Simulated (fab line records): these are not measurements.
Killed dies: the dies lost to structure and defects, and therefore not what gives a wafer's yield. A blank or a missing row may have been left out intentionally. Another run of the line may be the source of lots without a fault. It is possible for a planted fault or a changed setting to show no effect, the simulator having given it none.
fab line records	flow rit-cmos
[record] lots = 5	wafers = 23
route steps=202 shown PRETRO@72 GATE@81 REOX@101 PLDD@122 SPACER@125 SDANNEAL@156 PSD@157
start-h: start of the lot's first displayed wafer, in hours after the record's first day	wait-h: hours since the lot's step before	" same as the row above	L1.1+2: several wafers, shown together as one row	- value missing, or start not given	* or withheld: withheld	< > ~ a bound
route shown NAME@n: a module of which the file shows steps, and the number in the route of the first	usual: the fault-free wafers' mean and standard deviation	same: alike in all rows	chamber/n: place in a boat	sites: per-site readings	_std_site: how widely they spread, as a standard deviation	_edge_site: the outer-site mean with the inner-site mean subtracted	radius-mm: for every site, how far away it sits from the centre of the wafer	mask NAME#n: copy n	behind: tool/chamber where the wafer was last shaped	hold: cause of the lot's hold/its duration in hours/its outcome	device: the n, p or np transistor that did not switch	end of line: tests run on the same wafers once the route is complete	a step with no rows: only its recipe	killed: dies that structure and defects cost at the first sort, which is not the same as the wafer's yield	map: dies across one wafer; x = killed, . = not, _ = none there
set.NAME: the setting as run; set.NAME@STEP: as run at that earlier step	model.NAME: the simulator's own value behind a step, which no gauge read
one table per step and one row per wafer, for lots whose settings were changed on purpose
[[steps]]
[step RIT_PRETRO_IMPLANT_08]
[recipe] species = B	energy-kev = 45	dose-cm2 = 1.2e+13	tilt-deg = 7
lot.wafer	tool	chamber	start-h	wait-h	set.dose-cm2
L076.1+2+6	implanter-04	0	43.70	0.2	1.135e+13
L076.3+4	"	0	"	"	1.2e+13
L078.2+3+4	implanter-04	0	53.99	0.2	1.2e+13
L079.1+5+6	implanter-03	0	69.27	0.2	1.281e+13
L079.2+3	"	0	"	"	1.2e+13
L084.2+4	implanter-01	0	87.52	0.2	1.2e+13
L084.3+5+6	"	0	"	"	1.24e+13
L085.2+4+5	implanter-03	0	90.31	0.2	1.276e+13
L085.3+6	"	0	"	"	1.2e+13
[step RIT_PRETRO_STRIP_09]
[recipe] chemistry = O2	time-s = 180	resist = NOVOLAK	platen-temp-c = withheld	power-w = 500	pressure-mtorr = 4000	o2-flow-sccm = 4000
[step RIT_PRETRO_TW_MEAS_10]
[usual] PRETRO_TW = 476/4
lot.wafer	tool	chamber	start-h	wait-h	set.dose-cm2@PRETRO_IMPLANT_08	PRETRO_TW
L076.1	film-metro-03	-	44.02	0.1	1.135e+13	468
L076.2	"	-	"	"	1.135e+13	466
L076.3	"	-	"	"	1.2e+13	476
L076.4	"	-	"	"	1.2e+13	476
L076.6	"	-	"	"	1.135e+13	468
L078.2	film-metro-02	-	54.30	0.1	1.2e+13	474
L078.3	"	-	"	"	1.2e+13	474
L078.4	"	-	"	"	1.2e+13	471
L079.1	film-metro-04	-	69.60	0.1	1.281e+13	495
L079.2	"	-	"	"	1.2e+13	479
L079.3	"	-	"	"	1.2e+13	483
L079.5	"	-	"	"	1.281e+13	492
L079.6	"	-	"	"	1.281e+13	492
L084.2	film-metro-03	-	87.83	0.1	1.2e+13	481
L084.3	"	-	"	"	1.24e+13	482
L084.4	"	-	"	"	1.2e+13	480
L084.5	"	-	"	"	1.24e+13	482
L084.6	"	-	"	"	1.24e+13	484
L085.2	film-metro-02	-	90.62	0.1	1.276e+13	481
L085.3	"	-	"	"	1.2e+13	475
L085.4	"	-	"	"	1.276e+13	485
L085.5	"	-	"	"	1.276e+13	484
L085.6	"	-	"	"	1.2e+13	476
[step RIT_GATE_OXIDATION_05]
[recipe] temp-c = 900	ambient = O2	target-thk-a = 30	ox-time-s = 270
lot.wafer	tool	chamber	start-h	wait-h	set.temp-c	model.SiO2_of_GATE_OXIDATION_05.thk-nm
L076.1	-	-	-	1.4	885.3	2.428
L076.2	"	-	"	"	885.3	2.377
L076.3	"	-	"	"	885.3	2.465
L076.4	"	-	"	"	885.3	2.426
L076.6	"	-	"	"	885.3	2.48
L078.2	furnace-01	0	57.07	2.3	900	2.92
L078.3	"	0	"	"	900	2.959
L078.4	"	0	"	"	900	2.942
L079.1	-	-	-	1.0	920.1	3.842
L079.2	"	-	"	"	920.1	3.811
L079.3	"	-	"	"	920.1	3.775
L079.5	"	-	"	"	920.1	3.794
L079.6	"	-	"	"	920.1	3.813
L084.2	-	-	-	0.9	882.4	2.51
L084.3	"	-	"	"	882.4	2.442
L084.4	"	-	"	"	882.4	2.463
L084.5	"	-	"	"	882.4	2.48
L084.6	"	-	"	"	882.4	2.449
L085.2	-	-	-	2.6	882.8	2.499
L085.3	"	-	"	"	882.8	2.496
L085.4	"	-	"	"	882.8	2.494
L085.5	"	-	"	"	882.8	2.453
L085.6	"	-	"	"	882.8	2.446
[step RIT_GATE_ANNEAL_06]
[recipe] temp-c = 900	time-s = 600	ambient = N2O
[step RIT_GATE_THK_MEAS_07]
[recipe] reads = SiO2_of_GATE_OXIDATION_05
[usual] GATE_OXIDE_THK = 3.01/0.058
lot.wafer	tool	chamber	start-h	wait-h	set.temp-c@GATE_OXIDATION_05	GATE_OXIDE_THK[nm]
L076.1	film-metro-02	-	52.45	0.0	885.3	2.41
L076.2	"	-	"	"	885.3	2.39
L076.3	"	-	"	"	885.3	2.46
L076.4	"	-	"	"	885.3	2.44
L076.6	"	-	"	"	885.3	2.49
L078.2	film-metro-02	-	63.39	0.0	900	2.89
L078.3	"	-	"	"	900	2.97
L078.4	"	-	"	"	900	2.94
L079.1	film-metro-01	-	72.43	0.0	920.1	3.86
L079.2	"	-	"	"	920.1	3.82
L079.3	"	-	"	"	920.1	3.75
L079.5	"	-	"	"	920.1	3.80
L079.6	"	-	"	"	920.1	3.79
L084.2	film-metro-02	-	93.95	0.0	882.4	2.48
L084.3	"	-	"	"	882.4	2.45
L084.4	"	-	"	"	882.4	2.43
L084.5	"	-	"	"	882.4	2.50
L084.6	"	-	"	"	882.4	2.46
L085.2	film-metro-01	-	96.59	0.0	882.8	2.49
L085.3	"	-	"	"	882.8	2.53
L085.4	"	-	"	"	882.8	2.50
L085.5	"	-	"	"	882.8	2.44
L085.6	"	-	"	"	882.8	2.46
[step RIT_GATE_COAT_11]
[recipe] resist = NOVOLAK	spin-rpm = 4250	resist-thk-nm = 850
lot.wafer	tool	chamber	start-h	wait-h	set.resist-thk-nm	model.NOVOLAK_of_GATE_COAT_11.thk-nm
L076.1	litho-track-04	0	54.34	0.1	850	851.3
L076.2	"	0	"	"	877.3	876.6
L076.3	"	0	"	"	850	851.9
L076.4	"	0	"	"	850	849.4
L076.6	"	0	"	"	877.3	878.6
L078.2	litho-track-04	0	65.29	0.1	850	848.4
L078.3	"	0	"	"	850	848.7
L078.4	"	0	"	"	850	846.7
L079.1+3	litho-track-02	0	74.37	0.1	850	850.8
L079.2	"	0	"	"	850	850.7
L079.5	"	0	"	"	850	848.9
L079.6	"	0	"	"	850	849
L084.2	litho-track-04	0	95.86	0.1	878.4	876.3
L084.3	"	0	"	"	878.4	876.8
L084.4	"	0	"	"	878.4	878.4
L084.5	"	0	"	"	850	849.7
L084.6	"	0	"	"	850	848.5
L085.2	litho-track-04	0	98.49	0.1	850	848.7
L085.3	"	0	"	"	850	849.4
L085.4	"	0	"	"	836.1	833.8
L085.5	"	0	"	"	836.1	834.4
L085.6	"	0	"	"	836.1	834.7
[step RIT_GATE_SOFTBAKE_12]
[recipe] resist = NOVOLAK	temp-c = 90	time-s = 60
[step RIT_GATE_EXPOSE_13]
[recipe] mask-id = M6	na = 0.6	source-shape = conventional	sigma-outer = 0.6	target-cd-nm = 150	dose-mj = 380
[step RIT_GATE_PEB_14]
[recipe] resist = NOVOLAK	temp-c = withheld	time-s = withheld
[step RIT_GATE_DEVELOP_15]
[recipe] resist = NOVOLAK	develop-time-s = 50	dev-temp-c = 24.2
lot.wafer	tool	chamber	start-h	wait-h	set.resist-thk-nm@GATE_COAT_11	model.GATE.cd-nm
L076.1	litho-track-04	0	-	-	850	154.3
L076.2	"	0	"	"	877.3	159.5
L076.3	"	0	"	"	850	154.2
L076.4	"	0	"	"	850	155.5
L076.6	"	0	"	"	877.3	160.1
L078.2	litho-track-03	0	-	-	850	146.4
L078.3	"	0	"	"	850	145.4
L078.4	"	0	"	"	850	144.6
L079.1+2	litho-track-03	0	-	-	850	149.5
L079.3	"	0	"	"	850	151.9
L079.5	"	0	"	"	850	149.2
L079.6	"	0	"	"	850	149.4
L084.2	litho-track-03	0	-	-	878.4	154.6
L084.3	"	0	"	"	878.4	154.7
L084.4	"	0	"	"	878.4	154.3
L084.5	"	0	"	"	850	148.6
L084.6	"	0	"	"	850	148.1
L085.2	litho-track-04	0	-	-	850	147.3
L085.3	"	0	"	"	850	145.7
L085.4	"	0	"	"	836.1	142.4
L085.5	"	0	"	"	836.1	146.5
L085.6	"	0	"	"	836.1	144.5
[step RIT_GATE_HARDBAKE_18]
[recipe] resist = NOVOLAK	temp-c = 140	time-s = 60
lot.wafer	tool	chamber	start-h	wait-h	set.resist-thk-nm@GATE_COAT_11	model.NOVOLAK_of_GATE_COAT_11.thk-nm
L076.1	litho-track-04	0	55.32	0.0	850	753.6
L076.2	"	0	"	"	877.3	775.8
L076.3	"	0	"	"	850	754.1
L076.4	"	0	"	"	850	752
L076.6	"	0	"	"	877.3	777.6
L078.2	litho-track-02	0	66.27	0.0	850	751.1
L078.3	"	0	"	"	850	751.4
L078.4	"	0	"	"	850	749.5
L079.1	litho-track-02	0	75.38	0.1	850	753.2
L079.2+3	"	0	"	"	850	753.1
L079.5	"	0	"	"	850	751.5
L079.6	"	0	"	"	850	751.7
L084.2	litho-track-04	0	97.15	0.0	878.4	775.5
L084.3	"	0	"	"	878.4	776
L084.4	"	0	"	"	878.4	777.4
L084.5	"	0	"	"	850	752.2
L084.6	"	0	"	"	850	751.2
L085.2	litho-track-02	0	99.47	0.0	850	751.4
L085.3	"	0	"	"	850	752
L085.4	"	0	"	"	836.1	738.3
L085.5	"	0	"	"	836.1	738.8
L085.6	"	0	"	"	836.1	739.1
[step RIT_GATE_ETCH_19]
[recipe] chemistry = SF6/CHF3/O2	time-s = 165	SF6_flow_sccm = 30	CHF3_flow_sccm = 30	O2_flow_sccm = 5	target = poly-Si	pressure-mtorr = 40	rf-w = 160	target-depth-a = 3125	over-etch-frac = 0.25	stop-on = SiO2
lot.wafer	tool	chamber	start-h	wait-h	set.resist-thk-nm@GATE_COAT_11	model.NOVOLAK_of_GATE_COAT_11.thk-nm
L076.1	rie-si-01	2	55.47	0.1	850	669.4
L076.2	"	3	"	"	877.3	695.5
L076.3	"	0	"	"	850	673.8
L076.4	"	2	"	"	850	667.2
L076.6	"	0	"	"	877.3	696.4
L078.2	rie-si-01	3	66.40	0.1	850	671.4
L078.3	"	0	"	"	850	670.8
L078.4	"	3	"	"	850	670.4
L079.1	rie-si-02	3	75.53	0.1	850	669.8
L079.2	"	1	"	"	850	669.6
L079.3	"	2	"	"	850	666.7
L079.5	"	0	"	"	850	668.7
L079.6	"	1	"	"	850	668.4
L084.2	rie-si-01	1	97.28	0.1	878.4	694.6
L084.3	"	2	"	"	878.4	693
L084.4	"	0	"	"	878.4	696.3
L084.5+6	"	0,3	"	"	850	671.6
L085.2	rie-si-02	2	99.59	0.1	850	666
L085.3	"	3	"	"	850	668.2
L085.4	"	1	"	"	836.1	655
L085.5	"	2	"	"	836.1	652.6
L085.6	"	3	"	"	836.1	655.8
[step RIT_REOX_OXIDATION_03]
[recipe] temp-c = 900	ambient = O2	target-thk-a = 252	ox-time-s = 5580
lot.wafer	tool	chamber	start-h	wait-h	set.ox-time-s	model.SiO2_of_REOX_OXIDATION_03.thk-nm
L076.1	-	-	-	2.1	5580	25.86
L076.2	"	-	"	"	5580	25.21
L076.3	"	-	"	"	5580	25.48
L076.4	"	-	"	"	5580	25.66
L076.6	"	-	"	"	5580	25.76
L078.2	furnace-01	0	68.56	1.4	5580	25.07
L078.3	"	0	"	"	5580	24.53
L078.4	"	0	"	"	5580	25.12
L079.1	-	-	-	0.9	5580	24.97
L079.2	"	-	"	"	5580	24.89
L079.3	"	-	"	"	5580	25.29
L079.5	"	-	"	"	5580	24.81
L079.6	"	-	"	"	5580	24.95
L084.2	-	-	-	1.1	4816	22.61
L084.3	"	-	"	"	4816	22.7
L084.4	"	-	"	"	4816	22.36
L084.5	"	-	"	"	4816	22.27
L084.6	"	-	"	"	4816	22.49
L085.2	-	-	-	0.3	5918	26.68
L085.3	"	-	"	"	5918	27.14
L085.4	"	-	"	"	5918	26.81
L085.5	"	-	"	"	5918	26.95
L085.6	"	-	"	"	5918	26.84
[step RIT_REOX_THK_MEAS_04]
[recipe] reads = SiO2_of_REOX_OXIDATION_03
[usual] REOX_OXIDE_THK = 25.0/0.5
lot.wafer	tool	chamber	start-h	wait-h	set.ox-time-s@REOX_OXIDATION_03	REOX_OXIDE_THK[nm]
L076.1	film-metro-01	-	-	-	5580	25.9
L076.2	"	-	"	"	5580	25.2
L076.3	"	-	"	"	5580	25.5
L076.4	"	-	"	"	5580	25.6
L076.6	"	-	"	"	5580	25.7
L078.2	film-metro-04	-	71.12	0.0	5580	25.1
L078.3	"	-	"	"	5580	24.5
L078.4	"	-	"	"	5580	25.1
L079.1	film-metro-03	-	-	-	5580	24.9
L079.2	"	-	"	"	5580	24.9
L079.3	"	-	"	"	5580	25.3
L079.5	"	-	"	"	5580	24.8
L079.6	"	-	"	"	5580	25.0
L084.2	film-metro-01	-	-	-	4816	22.6
L084.3	"	-	"	"	4816	22.6
L084.4	"	-	"	"	4816	22.3
L084.5	"	-	"	"	4816	22.2
L084.6	"	-	"	"	4816	22.5
L085.2	film-metro-04	-	-	-	5918	26.7
L085.3	"	-	"	"	5918	27.1
L085.4	"	-	"	"	5918	26.8
L085.5	"	-	"	"	5918	26.9
L085.6	"	-	"	"	5918	26.9
[step RIT_PLDD_IMPLANT_08]
[recipe] species = BF2	energy-kev = 20	dose-cm2 = 9e+14	tilt-deg = 7
lot.wafer	tool	chamber	start-h	wait-h	set.energy-kev	model.implant.rp-nm	model.implant.drp-nm
L076.1+2+3+4+6	implanter-03	0	63.53	0.1	20	17.29	9.752
L078.2+3+4	implanter-02	0	74.25	0.1	20	17.44	9.752
L079.1+3+5	implanter-03	0	82.68	0.1	20	17.76	9.752
L079.2+6	"	0	"	"	21.08	18.51	10.12
L084.2+4+6	implanter-03	0	105.31	0.1	20	17.24	9.752
L084.3+5	"	0	"	"	19.64	16.99	9.628
L085.2+3+4+5+6	implanter-02	0	105.93	0.1	20	17.28	9.752
[step RIT_PLDD_STRIP_09]
[recipe] chemistry = O2	time-s = 180	resist = NOVOLAK	platen-temp-c = withheld	power-w = 500	pressure-mtorr = 4000	o2-flow-sccm = 4000
[step RIT_SPACER_CLEAN_00]
[recipe] chemistry = SC1	mix = 3:3:50	time-s = 600	temp-c = 75
lot.wafer	tool	chamber	start-h	wait-h	set.ox-time-s@REOX_OXIDATION_03	model.SiO2_of_REOX_OXIDATION_03.thk-nm
L076.1	wet-bench-01	1	63.91	0.1	5580	23.81
L076.2	"	1	"	"	5580	23.23
L076.3	"	1	"	"	5580	23.48
L076.4	"	1	"	"	5580	23.64
L076.6	"	1	"	"	5580	23.74
L078.2	wet-bench-02	2	74.61	0.0	5580	23.15
L078.3	"	2	"	"	5580	22.64
L078.4	"	2	"	"	5580	23.2
L079.1	wet-bench-03	3	83.06	0.1	5580	23.06
L079.2	"	3	"	"	5580	22.98
L079.3	"	3	"	"	5580	23.35
L079.5	"	3	"	"	5580	22.91
L079.6	"	3	"	"	5580	23.03
L084.2	wet-bench-02	3	105.67	0.0	4816	20.88
L084.3	"	3	"	"	4816	20.98
L084.4	"	3	"	"	4816	20.65
L084.5	"	3	"	"	4816	20.56
L084.6	"	3	"	"	4816	20.77
L085.2	wet-bench-01	0	106.29	0.0	5918	24.63
L085.3	"	0	"	"	5918	25.05
L085.4	"	0	"	"	5918	24.76
L085.5	"	0	"	"	5918	24.89
L085.6	"	0	"	"	5918	24.79
[step RIT_SPACER_ETCHBACK_05]
[recipe] target-depth-a = 2500	SF6_flow_sccm = 30	CHF3_flow_sccm = 30	target = Si3N4	chemistry = SF6/CHF3	pressure-mtorr = 40	rf-w = 250	time-s = 240	stop-on = SiO2
lot.wafer	tool	chamber	start-h	wait-h	set.time-s	model.Si3N4_of_SPACER_CVD_03.thk-nm	model.poly-Si_of_GATE_CVD_08.thk-nm
L076.1	rie-diel-03	2	66.28	0.1	211.3	200.4	179.4
L076.2	"	0	"	"	211.3	203.1	179.8
L076.3	"	3	"	"	211.3	199.7	176.8
L076.4	"	1	"	"	240	196.7	171.2
L076.6	"	0	"	"	240	196.8	172.8
L078.2	rie-diel-01	3	76.95	0.0	240	197.5	175.3
L078.3	"	2	"	"	240	195.7	171.9
L078.4	"	1	"	"	240	196.1	175
L079.1	rie-diel-02	2	87.84	0.1	240	196	170.6
L079.2	"	0	"	"	255.9	194	169.3
L079.3	"	1	"	"	255.9	195.7	171.6
L079.5	"	2	"	"	255.9	192.7	169.4
L079.6	"	3	"	"	240	197.1	170.9
L084.2	rie-diel-01	2	108.04	0.0	273.2	187.7	168.5
L084.3	"	0	"	"	240	195.1	174.7
L084.4	"	1	"	"	273.2	187.1	167.2
L084.5	"	3	"	"	273.2	189.4	168.9
L084.6	"	2	"	"	240	194.9	178
L085.2	rie-diel-03	3	109.78	0.0	223.7	197.8	173.3
L085.3	"	1	"	"	240	194.9	169.6
L085.4	"	0	"	"	223.7	199.5	173.3
L085.5	"	1	"	"	240	197.2	169.9
L085.6	"	2	"	"	223.7	198.8	174.7
[step RIT_SDANNEAL_RTA_03]
[recipe] temp-c = 1050	time-s = 5	idle-temp-c = 600	ramp-up-c-per-s = 342	ramp-down-c-per-s = 171	cool-to-c = 600	ambient = N2
lot.wafer	tool	chamber	start-h	wait-h	set.time-s
L076.1+4+6	rtp-anneal-02	0	-	-	5
L076.2+3	"	0	"	"	5.246
L078.2+3+4	rtp-anneal-02	0	80.60	0.0	5
L079.1+2+3+5+6	rtp-anneal-01	0	-	-	5
L084.2+3+5	rtp-anneal-02	0	-	-	4.363
L084.4+6	"	0	"	"	5
L085.2+3+5	rtp-anneal-01	0	-	-	5.519
L085.4+6	"	0	"	"	5
[step RIT_SDANNEAL_RS_MEAS_04]
[recipe] thk-meas-gauge = four-point-probe
[usual] PSD_RS = 115.7/0.34
lot.wafer	tool	chamber	start-h	wait-h	set.time-s@SDANNEAL_RTA_03	PSD_RS[ohm/sq]
L076.1	film-metro-02	-	69.74	0.0	5	115.5
L076.2	"	-	"	"	5.246	114.6
L076.3	"	-	"	"	5.246	115.0
L076.4	"	-	"	"	5	115.8
L076.6	"	-	"	"	5	115.8
L078.2	film-metro-02	-	80.67	0.1	5	116.3
L078.3	"	-	"	"	5	116.2
L078.4	"	-	"	"	5	115.7
L079.1	film-metro-03	-	91.58	0.0	5	115.4
L079.2	"	-	"	"	5	115.7
L079.3	"	-	"	"	5	115.4
L079.5	"	-	"	"	5	115.5
L079.6	"	-	"	"	5	115.3
L084.2	film-metro-02	-	112.07	0.1	4.363	117.9
L084.3	"	-	"	"	4.363	118.1
L084.4	"	-	"	"	5	116.1
L084.5	"	-	"	"	4.363	117.9
L084.6	"	-	"	"	5	116.2
L085.2	film-metro-02	-	113.64	0.1	5.519	114.4
L085.3	"	-	"	"	5.519	114.7
L085.4	"	-	"	"	5	115.7
L085.5	"	-	"	"	5.519	114.0
L085.6	"	-	"	"	5	115.9
[[key]]
[split] step = RIT_PRETRO_IMPLANT_08	setting = dose-cm2	stated = 1.2e+13	by = wafer
[response] step = RIT_PRETRO_TW_MEAS_10	reading = PRETRO_TW	change = +1.47	per = 1%	r = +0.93
[split] step = RIT_GATE_OXIDATION_05	setting = temp-c	stated = 900	by = lot
[response] step = RIT_GATE_OXIDATION_05	reading = model.SiO2_of_GATE_OXIDATION_05.thk-nm	change = +0.325	per = 1%	r = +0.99
[response] step = RIT_GATE_THK_MEAS_07	reading = GATE_OXIDE_THK	change = +0.323	per = 1%	r = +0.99
[split] step = RIT_GATE_COAT_11	setting = resist-thk-nm	stated = 850	by = wafer
[response] step = RIT_GATE_COAT_11	reading = model.NOVOLAK_of_GATE_COAT_11.thk-nm	change = +8.45	per = 1%	r = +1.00
[response] step = RIT_GATE_DEVELOP_15	reading = model.GATE.cd-nm	change = +1.68	per = 1%	r = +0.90
[response] step = RIT_GATE_HARDBAKE_18	reading = model.NOVOLAK_of_GATE_COAT_11.thk-nm	change = +7.39	per = 1%	r = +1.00
[response] step = RIT_GATE_ETCH_19	reading = model.NOVOLAK_of_GATE_COAT_11.thk-nm	change = +7.48	per = 1%	r = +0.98
[split] step = RIT_REOX_OXIDATION_03	setting = ox-time-s	stated = 5580	by = lot
[response] step = RIT_REOX_OXIDATION_03	reading = model.SiO2_of_REOX_OXIDATION_03.thk-nm	change = +0.216	per = 1%	r = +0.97
[response] step = RIT_REOX_THK_MEAS_04	reading = REOX_OXIDE_THK	change = +0.217	per = 1%	r = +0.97
[response] step = RIT_SPACER_CLEAN_00	reading = model.SiO2_of_REOX_OXIDATION_03.thk-nm	change = +0.199	per = 1%	r = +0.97
[split] step = RIT_PLDD_IMPLANT_08	setting = energy-kev	stated = 20	by = wafer
[response] step = RIT_PLDD_IMPLANT_08	reading = model.implant.rp-nm	change = +0.137	per = 1%	r = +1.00
[response] step = RIT_PLDD_IMPLANT_08	reading = model.implant.drp-nm	change = +0.068	per = 1%	r = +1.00
[split] step = RIT_SPACER_ETCHBACK_05	setting = time-s	stated = 240	by = wafer
[response] step = RIT_SPACER_ETCHBACK_05	reading = model.Si3N4_of_SPACER_CVD_03.thk-nm	change = -0.427	per = 1%	r = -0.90
[response] step = RIT_SPACER_ETCHBACK_05	reading = model.poly-Si_of_GATE_CVD_08.thk-nm	change = -0.527	per = 1%	r = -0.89
[split] step = RIT_SDANNEAL_RTA_03	setting = time-s	stated = 5	by = wafer
[response] step = RIT_SDANNEAL_RS_MEAS_04	reading = PSD_RS	change = -0.146	per = 1%	r = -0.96
